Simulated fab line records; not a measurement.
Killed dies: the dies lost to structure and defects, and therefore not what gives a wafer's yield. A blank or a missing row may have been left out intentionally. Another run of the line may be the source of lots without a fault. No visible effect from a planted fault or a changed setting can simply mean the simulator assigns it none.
Matching of chambers || flow berkeley_cmos170 || pecvd-03 running UCB170_V1_CVD_00: 3 sister chambers
The step deposits SiO2 from TEOS/O2, target thk 2000 nm, time 250 s. 3 wafers are shown with their chamber, then 7 later ones without.

WAFERS WITH THEIR CHAMBER
{"wafer": "L880.1", "chamber": 0, "run_length_s (s)": 278.2}
{"wafer": "L883.3", "chamber": 1, "run_length_s (s)": 277.4}
{"wafer": "L883.4", "chamber": 2, "run_length_s (s)": 278.2}

WAFERS WHOSE CHAMBER IS MISSING
{"wafer": "L883.5", "run_length_s (s)": 277.4}
{"wafer": "L884.1", "run_length_s (s)": 277.8}
{"wafer": "L884.2", "run_length_s (s)": 278.1}
{"wafer": "L884.4", "run_length_s (s)": 278.3}
{"wafer": "L888.2", "run_length_s (s)": 278.1}
{"wafer": "L888.3", "run_length_s (s)": 277.9}
{"wafer": "L888.6", "run_length_s (s)": 278.0}

EACH ONE'S CHAMBER
{"wafer": "L883.5", "from the rows above": 1, "in truth": 1}
{"wafer": "L884.1", "from the rows above": "can't be placed: 0 or 2 or 1", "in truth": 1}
{"wafer": "L884.2", "from the rows above": "can't be placed: 0 or 2", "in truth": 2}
{"wafer": "L884.4", "from the rows above": "can't be placed: 0 or 2", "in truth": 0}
{"wafer": "L888.2", "from the rows above": "can't be placed: 0 or 2", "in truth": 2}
{"wafer": "L888.3", "from the rows above": "can't be placed: 0 or 2 or 1", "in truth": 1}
{"wafer": "L888.6", "from the rows above": "can't be placed: 0 or 2 or 1", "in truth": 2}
Correct placement for 1 of the 7. From these rows, 6 cannot be placed; in 6 the true chamber is one of the candidates. Placed wrongly: 0.
How it was worked out, from the rows above alone: a wafer's distance from a chamber is the root of the sum, over the readings, of the square of ((its reading less the chamber's mean) divided by the reading's scatter). The wafer belongs to the nearest chamber; if the next one is less than 2 further off, it can't be placed. For every chamber, the mean is computed from those of its wafers that are shown. The scatter (one wafer shown for each chamber): square how far every hidden wafer sits from the nearest shown wafer, average those squares and take the square root.
